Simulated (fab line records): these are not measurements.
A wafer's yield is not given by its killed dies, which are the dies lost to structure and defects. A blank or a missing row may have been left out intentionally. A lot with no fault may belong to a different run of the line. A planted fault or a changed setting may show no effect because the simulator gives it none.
One fault through the eyes of 2 desks + flow berkeley cmos170 + each desk has only its own numbers; what lay behind them comes last

== FROM THE METROLOGY DESK ==
Means of the sampled wafers that have a number, per lot and without regard to the tool the lot ran on: this is what the gauges read. The brackets show how far a lot's mean lies from the usual mean; more than 4 standard deviations puts the lot out of limits, marked OUT.
Columns: A = PSD_TW at UCB170_PSD_TW_MEAS_10, usual 2328; B = PSD_RS at UCB170_SDANNEAL_RS_MEAS_02, usual 75.5 ohm/sq
| lot  | first seen here | A              | B              |
|------|-----------------|----------------|----------------|
| L611 | day 8 17:36     | 2366           | 75.5           |
| L610 | day 8 17:45     | 2332           | 75.4           |
| L612 | day 8 17:57     | 2325           | 75.3           |
| L615 | day 10 05:03    | 2348           | 75.5           |
| L618 | day 10 05:46    | 2321           | 75.5           |
| L614 | day 10 06:02    | 2350           | 75.1           |
| L617 | day 10 06:14    | 2333           | 75.2           |
| L616 | day 10 06:20    | 2348           | 76.0           |
| L619 | day 10 14:19    | 2083 (-16) OUT | 97.6 (+67) OUT |
| L620 | day 10 14:29    | 2078 (-17) OUT | 95.8 (+62) OUT |
| L624 | day 11 06:11    | 2101 (-15) OUT | 96.8 (+65) OUT |
| L623 | day 11 06:20    | 2318           | 75.5           |
| L631 | day 12 12:33    | 2315           | 75.8           |
| L628 | day 12 12:57    | 2321           | 75.1           |
| L632 | day 13 06:29    | 2319           | 75.5           |
Finding of this desk: L619, L620, L624 out of limits, first seen on L619 at day 10 14:19 (PSD_TW at UCB170_PSD_TW_MEAS_10). L611, L610, L612, L615, L618, L614, L617, L616, L623, L631, L628, L632 stayed within limits.

== THE TOOL OWNER'S DESK: implanter-03 ==
For each lot that ran on this tool, the mean over its sampled wafers that have a number, from the tool's own readings at UCB170_PSD_IMPLANT_08. The brackets show how far a lot's mean lies from the usual mean; more than 4 standard deviations puts the lot out of limits, marked OUT.
Columns: A = dose ions cm2 at UCB170_PSD_IMPLANT_08, usual 3e+15; B = end station pressure torr at UCB170_PSD_IMPLANT_08, usual 1.26e-05 Torr; C = faraday current uA at UCB170_PSD_IMPLANT_08, usual 9243
| lot  | first seen here | A                       | B        | C              |
|------|-----------------|-------------------------|----------|----------------|
| L610 | day 8 17:30     | 3e+15                   | 1.24e-05 | 8997           |
| L615 | day 10 04:49    | 3e+15                   | 1.25e-05 | 9253           |
| L614 | day 10 05:47    | 3e+15                   | 1.27e-05 | 9340           |
| L616 | day 10 06:05    | 3e+15                   | 1.27e-05 | 9411           |
| L619 | day 10 14:04    | 2e+15 (-99 or more) OUT | 9.97e-06 | 6556 (-14) OUT |
| L620 | day 10 14:15    | 2e+15 (-99 or more) OUT | 1.03e-05 | 6495 (-14) OUT |
| L624 | day 11 05:56    | 2e+15 (-99 or more) OUT | 1.05e-05 | 6564 (-14) OUT |
This desk's finding: out of limits on L619, L620, L624; first on L619, day 10 14:04 (dose ions cm2 at UCB170_PSD_IMPLANT_08). L610, L615, L614, L616 stayed within limits.

== BROUGHT TOGETHER ==
At day 10 14:04, on L619, L620, L624, the tool owner's desk was in a position to raise an alarm.
An alarm was possible from the metrology desk at day 10 14:19, on L619, L620, L624.
On implanter-03, each named lot ran UCB170_PSD_IMPLANT_08.

== WHAT HAD BEEN PUT IN BY THE SIMULATOR ==
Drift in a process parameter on implanter-03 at UCB170_PSD_IMPLANT_08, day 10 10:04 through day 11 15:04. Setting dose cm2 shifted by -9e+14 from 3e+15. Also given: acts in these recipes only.
Shown lots that were struck: L619, L620, L624.
Delay (hours) between the fault's onset and each desk's first out-of-limits reading: 4 at the tool owner's desk, 4 at the metrology desk.
